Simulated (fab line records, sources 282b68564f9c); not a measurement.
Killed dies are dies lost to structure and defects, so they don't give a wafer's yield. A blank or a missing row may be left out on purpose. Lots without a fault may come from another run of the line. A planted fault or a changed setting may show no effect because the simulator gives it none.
Split-lot experiment | flow rit_cmos | 5 lots, 23 wafers read, on a route of 202 steps

THE SPLIT
At RIT_NSD_COAT_01 (resist thk 1000 nm), the setting resist_thk_nm was moved away from the recipe's 1000 nm on 10 of the 23 wafers read, by -4.4% to +5.2%. The other wafers ran this setting at the recipe's value.

FROM THE SPLIT TO THE READING: what the file shows between them, 3 steps
- RIT_NSD_SOFTBAKE_02: time 60 s
- RIT_NSD_EXPOSE_03: exposes mask M9, target cd 40700 nm
- RIT_NSD_DEVELOP_05: develop time 50 s

THE READING
NOVOLAK_of_NSD_COAT_01.thk_nm (the simulator's own value, which no gauge read), in nm, at RIT_NSD_HARDBAKE_07 (time 60 s). The file gives no usual value for it. The 13 wafers here that ran the recipe average 886.3 nm, standard deviation 1.7 nm.

wafer  | tool, chamber at the split | resist_thk_nm as run, nm | against the recipe | NOVOLAK_of_NSD_COAT_01.thk_nm, nm | against lot-mates on the recipe
L078.2 | litho_track-01, 0          | 1022                     | +2.2%              | 903.8                             | +18.5
L078.3 | litho_track-01, 0          | 1000                     | recipe             | 885.5                             | -
L078.4 | litho_track-01, 0          | 1000                     | recipe             | 885.9                             | -
L078.5 | litho_track-01, 0          | 1022                     | +2.2%              | 904.1                             | +18.8
L078.6 | litho_track-01, 0          | 1000                     | recipe             | 884.6                             | -
L079.2 | litho_track-04, 0          | 1000                     | recipe             | 885.9                             | -
L079.3 | litho_track-04, 0          | 1000                     | recipe             | 885.5                             | -
L079.6 | litho_track-04, 0          | 1000                     | recipe             | 887.1                             | -
L080.1 | litho_track-01, 0          | 1052                     | +5.2%              | 934.3                             | +49.2
L080.2 | litho_track-01, 0          | 1052                     | +5.2%              | 929.8                             | +44.8
L080.4 | litho_track-01, 0          | 1000                     | recipe             | 886.8                             | -
L080.5 | litho_track-01, 0          | 1000                     | recipe             | 883.3                             | -
L080.6 | litho_track-01, 0          | 1052                     | +5.2%              | 932                               | +47.0
L083.1 | litho_track-01, 0          | 1000                     | recipe             | 887.7                             | -
L083.2 | litho_track-01, 0          | 956                      | -4.4%              | 846.6                             | -42.0
L083.3 | litho_track-01, 0          | 1000                     | recipe             | 888                               | -
L083.4 | litho_track-01, 0          | 1000                     | recipe             | 890.1                             | -
L083.6 | litho_track-01, 0          | 956                      | -4.4%              | 849.7                             | -38.9
L084.2 | litho_track-01, 0          | 1000                     | recipe             | 884.6                             | -
L084.3 | litho_track-01, 0          | 1017                     | +1.7%              | 898.5                             | +12.9
L084.4 | litho_track-01, 0          | 1000                     | recipe             | 886.6                             | -
L084.5 | litho_track-01, 0          | 1017                     | +1.7%              | 897                               | +11.4
L084.6 | litho_track-01, 0          | 1017                     | +1.7%              | 898.8                             | +13.2

THE FIT
A straight line over all 23 wafers: NOVOLAK_of_NSD_COAT_01.thk_nm changes by +8.64 nm for each +1% of resist_thk_nm; r = +1.00; the points scatter about the line by 2 nm.
The same after taking each lot's own level away (the mean of its wafers on the recipe; 23 wafers): +8.99 nm for each +1%; r = +1.00; scatter 1.6 nm.
On that fit, the largest move of resist_thk_nm shifts the reading by 47 nm.
The lots' own levels span 885.05 to 888.60 nm, that is 2.1 times the standard deviation above.
So the lot-to-lot level changes the slope little: the two slopes agree.
Check: with one of the wafers moved furthest among these (+5.2%) left out of the fit, the line predicts +45.5 nm for it against its lot-mates. It came out at +49.2 nm against them.

OTHER SPLITS ON THESE WAFERS
These wafers also went through other splits before the reading. Each is held against what the fit with the lots' levels taken away leaves over:
other split on the same wafers   | wafers away from the commonest value | r with NOVOLAK_of_NSD_COAT_01.thk_nm (lot level and that fit taken away)
RIT_GATE_COAT_11 spin_rpm        | 7                                    | -0.17
RIT_GATE_EXPOSE_13 dose_mj       | 7                                    | +0.11
RIT_NLDD_IMPLANT_08 dose_cm2     | 8                                    | -0.27
RIT_SPACER_CVD_03 pressure_mtorr | 18                                   | -0.36

THE WHOLE CHAIN: every reading that the file lists as answering this split, in the file's order
step                | what it does       | reading                                                                        | change (the file's fit)              | r (the file's)
RIT_NSD_COAT_01     | resist thk 1000 nm | NOVOLAK_of_NSD_COAT_01.thk_nm (the simulator's own value, which no gauge read) | +10.2 nm for each +1% of the setting | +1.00
RIT_NSD_HARDBAKE_07 | time 60 s          | NOVOLAK_of_NSD_COAT_01.thk_nm (the simulator's own value, which no gauge read) | +8.95 nm for each +1% of the setting | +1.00

THE FILE'S OWN FIT
NOVOLAK_of_NSD_COAT_01.thk_nm changes by +8.95 nm for each +1% of resist_thk_nm, r = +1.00.
